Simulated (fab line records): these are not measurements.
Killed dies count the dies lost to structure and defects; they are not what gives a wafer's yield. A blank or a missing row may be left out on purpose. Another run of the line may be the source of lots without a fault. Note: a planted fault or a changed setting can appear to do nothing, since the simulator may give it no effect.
Chamber matching | flow rit-cmos | 4 sister chambers for RIT_GATE_ETCH_19 on rie-si-02
The step etches poly-Si in SF6/CHF3/O2, stops on SiO2, time 165 s, target depth 312.5 nm. 4 wafers are shown with their chamber, then 9 later ones without.

WAFERS WITH THEIR CHAMBER
wafer  | chamber | throttle-valve-pct (%)
L445.4 | 0       | 10.00
L447.1 | 1       | 10.47
L447.5 | 3       | 10.28
L447.6 | 2       | 10.27

WAFERS WHOSE CHAMBER IS MISSING
wafer  | throttle-valve-pct (%)
L449.1 | 10.28
L449.5 | 10.00
L449.6 | 10.45
L451.1 | 10.47
L451.3 | 10.26
L451.5 | 10.26
L453.1 | 10.29
L453.5 | 10.46
L453.6 | 10.27

THE CHAMBER EACH PASSED THROUGH
wafer  | from the rows above     | in truth
L449.1 | can't be placed: 3 or 2 | 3
L449.5 | 0                       | 0
L449.6 | 1                       | 1
L451.1 | 1                       | 1
L451.3 | can't be placed: 2 or 3 | 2
L451.5 | can't be placed: 2 or 3 | 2
L453.1 | can't be placed: 3 or 2 | 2
L453.5 | 1                       | 1
L453.6 | can't be placed: 2 or 3 | 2
Correctly placed: 4 of 9. Unplaceable from these rows: 5, with the true chamber sitting among the candidates in 5. Number placed wrongly: 0.
How it was worked out, from the rows above alone: a wafer's distance from a chamber is the root of the sum, over the readings, of the square of ((its reading less the chamber's mean) divided by the reading's scatter). The wafer belongs to the nearest chamber; if the next one is less than 2 further off, it can't be placed. The mean given for a chamber averages the wafers shown for that chamber. The scatter: root of mean squared gap, hidden wafer to nearest shown wafer, with one shown wafer a chamber.
